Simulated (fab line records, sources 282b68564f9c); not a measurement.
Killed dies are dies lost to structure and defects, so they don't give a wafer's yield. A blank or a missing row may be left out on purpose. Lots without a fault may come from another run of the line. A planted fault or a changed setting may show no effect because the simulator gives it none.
Which tool did it? | flow rit_cmos | 14 lots, 42 wafers sampled, at 6 steps of a route of 202

WHAT THE GAUGES READ, wafer by wafer
RIT_ACTIVE_THK_MEAS_04. Usual: ACTIVE_NITRIDE_THK 149.6 nm, standard deviation 1.3.
lot  | measured    | on            | ACTIVE_NITRIDE_THK (nm) | flag
L196 | day 1 13:32 | film_metro-03 | 148.4 148.0 147.4       |
L197 | day 1 18:58 | film_metro-02 | 150.1 151.3 150.6       |
L199 | day 2 04:32 | film_metro-02 | 149.0 149.6 148.4       |
L201 | day 2 15:22 | film_metro-01 | 149.2 149.9 148.6       |
L202 | day 2 21:55 | film_metro-03 | 148.8 148.9 149.1       |
L204 | day 3 06:15 | film_metro-03 | 151.3 150.9 150.7       |
L206 | day 3 15:50 | film_metro-03 | 148.3 148.6 149.9       |
L207 | day 3 22:49 | film_metro-02 | 299.3 298.7 297.5       | OFF
L208 | day 4 04:32 | film_metro-02 | 300.2 301.6 300.4       | OFF
L209 | day 4 06:44 | film_metro-02 | 151.5 149.3 150.0       |
L213 | day 5 02:34 | film_metro-03 | 148.6 149.1 147.3       |
L214 | day 5 10:11 | film_metro-03 | 147.5 147.8 149.4       |
L215 | day 5 13:37 | film_metro-03 | 151.9 151.8 152.0       |
L218 | day 6 05:22 | film_metro-02 | 151.7 152.1 151.8       |

RIT_NWELL_TW_MEAS_10. Usual: NWELL_TW 2151, standard deviation 11.
lot  | measured    | on            | NWELL_TW       | flag
L196 | day 1 21:28 | film_metro-02 | 2147 2169 2146 |
L197 | day 2 03:42 | film_metro-01 | 2151 2146 2148 |
L199 | day 2 14:27 | film_metro-04 | 2132 2134 2129 |
L201 | day 3 00:15 | film_metro-04 | 2140 2134 2136 |
L202 | day 3 05:27 | film_metro-04 | 2136 2133 2143 |
L204 | day 3 13:46 | film_metro-04 | 2141 2131 2142 |
L206 | day 3 23:32 | film_metro-01 | 2166 2148 2160 |
L209 | day 4 15:52 | film_metro-01 | 2157 2158 2167 |
L213 | day 5 12:58 | film_metro-02 | 2157 2141 2159 |
L214 | day 5 18:12 | film_metro-02 | 2154 2147 2170 |
L215 | day 5 21:44 | film_metro-01 | 2164 2171 2163 |
L218 | day 6 12:52 | film_metro-02 | 2152 2150 2163 |

RIT_WELLDRIVE_RS_MEAS_01: measures by four-point-probe. Usual: NWELL_RS 275.5 ohm/sq, standard deviation 0.62.
lot  | measured    | on            | NWELL_RS (ohm/sq) | flag
L196 | day 2 04:34 | film_metro-04 | 275.5 274.8 275.7 |
L197 | day 2 10:37 | film_metro-01 | 274.7 275.8 275.4 |
L199 | day 2 21:46 | film_metro-02 | 276.0 275.3 275.0 |
L201 | day 3 07:10 | film_metro-04 | 275.4 275.5 274.9 |
L202 | day 3 12:25 | film_metro-01 | 275.2 276.3 275.9 |
L204 | day 3 20:40 | film_metro-04 | 276.7 276.8 276.6 |
L206 | day 4 06:31 | film_metro-01 | 275.0 275.4 275.3 |
L209 | day 4 23:18 | film_metro-01 | 274.2 274.6 274.7 |
L213 | day 5 21:05 | film_metro-04 | 275.9 275.7 276.2 |
L214 | day 6 02:10 | film_metro-01 | 275.6 275.1 275.1 |
L215 | day 6 05:08 | film_metro-04 | 274.8 275.7 275.3 |
L218 | day 6 20:17 | film_metro-01 | 275.3 275.3 275.3 |

WHICH TOOL RAN EACH LOT (tool, then ch and the chambers of the sampled wafers, then the start)
lot  | RIT_ACTIVE_CVD_03          | RIT_ACTIVE_ETCH_13                | RIT_ACTIVE_STRIP_14
L196 | lpcvd-02 ch 0, day 1 12:07 | rie_diel-01 ch 0,2, day 1 14:43   | plasma_asher-04 ch 1, day 1 14:50
L197 | lpcvd-01 ch 1, day 1 17:31 | rie_diel-01 ch 1,2,3, day 1 20:07 | plasma_asher-04 ch 0,1, day 1 20:19
L199 | lpcvd-01 ch 0, day 2 03:07 | rie_diel-01 ch 0,1, day 2 05:50   | plasma_asher-03 ch 1, day 2 05:58
L201 | lpcvd-01 ch 1, day 2 13:56 | rie_diel-04 ch 1,2, day 2 16:40   | plasma_asher-03 ch 0,1, day 2 16:52
L202 | lpcvd-01 ch 0, day 2 20:29 | rie_diel-04 ch 0,2,3, day 2 23:13 | plasma_asher-02 ch 0,1, day 2 23:20
L204 | lpcvd-02 ch 0, day 3 04:49 | rie_diel-04 ch 0,3, day 3 07:25   | plasma_asher-03 ch 0,1, day 3 07:36
L206 | lpcvd-01 ch 1, day 3 14:23 | rie_diel-04 ch 0,2,3, day 3 17:06 | plasma_asher-04 ch 0,1, day 3 17:18
L207 | lpcvd-02 ch 1, day 3 19:49 | rie_diel-04 ch 1,3, day 4 00:44   | plasma_asher-03 ch 0,1, day 4 00:52
L208 | lpcvd-02 ch 1, day 4 00:07 | rie_diel-04 ch 0,2,3, day 4 05:58 | plasma_asher-03 ch 0,1, day 4 06:07
L209 | lpcvd-02 ch 0, day 4 05:19 | rie_diel-02 ch 0,1, day 4 07:55   | plasma_asher-03 ch 0,1, day 4 08:02
L213 | lpcvd-02 ch 1, day 5 01:08 | rie_diel-04 ch 1,2,3, day 5 03:55 | plasma_asher-04 ch 0,1, day 5 04:03
L214 | lpcvd-02 ch 0, day 5 08:46 | rie_diel-04 ch 0,1, day 5 11:22   | plasma_asher-04 ch 0,1, day 5 11:30
L215 | lpcvd-02 ch 1, day 5 12:13 | rie_diel-02 ch 0,2,3, day 5 14:48 | plasma_asher-03 ch 0,1, day 5 14:56
L218 | lpcvd-02 ch 0, day 6 03:55 | rie_diel-02 ch 1,2,3, day 6 06:52 | plasma_asher-02 ch 0,1, day 6 07:00
- RIT_ACTIVE_CVD_03: deposits Si3N4 from SiH2Cl2/NH3, target thk 150 nm, time 1500 s.
- RIT_ACTIVE_ETCH_13: etches Si3N4 in SF6, stops on SiO2, time 210 s, target depth 210 nm.
- RIT_ACTIVE_STRIP_14: strips in O2, time 180 s.

WHAT THE TOOLS THEMSELVES READ (means of the sampled wafers that have a number; where no wafer has one, the mark that the record gives instead)
RIT_ACTIVE_CVD_03. Usual: nh3_flow_sccm 149.9 sccm, standard deviation 0.37.
lot  | tool     | nh3_flow_sccm (sccm) | flag
L196 | lpcvd-02 | 149.6                |
L197 | lpcvd-01 | 150.2                |
L199 | lpcvd-01 | 149.9                |
L201 | lpcvd-01 | 149.7                |
L202 | lpcvd-01 | 150.3                |
L204 | lpcvd-02 | 149.5                |
L206 | lpcvd-01 | 150.4                |
L207 | lpcvd-02 | 149.8                |
L208 | lpcvd-02 | 150.5                |
L209 | lpcvd-02 | 149.8                |
L213 | lpcvd-02 | 150.0                |
L214 | lpcvd-02 | 149.8                |
L215 | lpcvd-02 | 150.0                |
L218 | lpcvd-02 | 149.8                |

RIT_ACTIVE_ETCH_13. Usual: drypump_motor_current_A 5.7 A, standard deviation 0.52; oes_product_au 0.822 a.u., standard deviation 0.014; throttle_valve_pct 7.53 %, standard deviation 0.15.
lot  | tool        | drypump_motor_current_A (A) | oes_product_au (a.u.) | throttle_valve_pct (%) | flag
L196 | rie_diel-01 | 5.9                         | 0.834                 | 7.59                   |
L197 | rie_diel-01 | 5.4                         | 0.826                 | 7.45                   |
L199 | rie_diel-01 | 5.2                         | 0.841                 | 7.48                   |
L201 | rie_diel-04 | 5.8                         | 0.822                 | 7.53                   |
L202 | rie_diel-04 | 5.7                         | 0.822                 | 7.43                   |
L204 | rie_diel-04 | 5.8                         | 0.819                 | 7.40                   |
L206 | rie_diel-04 | 5.7                         | 0.823                 | 7.43                   |
L207 | rie_diel-04 | 5.3                         | 0.988                 | 7.62                   | OFF
L208 | rie_diel-04 | 5.7                         | 1.005                 | 7.43                   | OFF
L209 | rie_diel-02 | 5.8                         | 0.826                 | 7.70                   |
L213 | rie_diel-04 | 5.5                         | 0.812                 | 7.55                   |
L214 | rie_diel-04 | 5.8                         | 0.809                 | 7.49                   |
L215 | rie_diel-02 | 6.1                         | 0.831                 | 7.59                   |
L218 | rie_diel-02 | 6.2                         | 0.829                 | 7.63                   |

RIT_ACTIVE_STRIP_14. Usual: drypump_motor_current_A 5.6 A, standard deviation 0.6.
lot  | tool            | drypump_motor_current_A (A) | flag
L196 | plasma_asher-04 | 5.2                         |
L197 | plasma_asher-04 | 5.7                         |
L199 | plasma_asher-03 | 5.1                         |
L201 | plasma_asher-03 | 5.8                         |
L202 | plasma_asher-02 | 5.2                         |
L204 | plasma_asher-03 | 5.7                         |
L206 | plasma_asher-04 | 5.7                         |
L207 | plasma_asher-03 | 5.8                         |
L208 | plasma_asher-03 | 5.8                         |
L209 | plasma_asher-03 | 5.4                         |
L213 | plasma_asher-04 | 5.5                         |
L214 | plasma_asher-04 | 5.7                         |
L215 | plasma_asher-03 | 5.8                         |
L218 | plasma_asher-02 | 5.8                         |

THE ANSWER, worked out from the rows above alone
Rule: a lot is off if the mean of its wafers that have a number lies more than 3 standard deviations from the usual mean. A lot without any number at a reading at which 4 lots or more have one is off too. The other lots that the step has rows for count as sound. The gauges are gone through in route order, then the tools' own readings, and for those a lot's mean is taken as printed above. The first step at which some lot is off is used, and at that step the reading that is off furthest; a lot without a number counts as furthest.
Off: L207, L208, at RIT_ACTIVE_THK_MEAS_04 (ACTIVE_NITRIDE_THK).
A tool fits if, at a process step before that reading, it ran every lot that is off, and no sound lot after the first of them. The gauges at RIT_ACTIVE_THK_MEAS_04 aren't tried: what is off there is off at RIT_ACTIVE_ETCH_13 too, on other tools, and a gauge's error can't cause that. None of those tried fits.

WHAT THE SIMULATOR HAD PUT IN
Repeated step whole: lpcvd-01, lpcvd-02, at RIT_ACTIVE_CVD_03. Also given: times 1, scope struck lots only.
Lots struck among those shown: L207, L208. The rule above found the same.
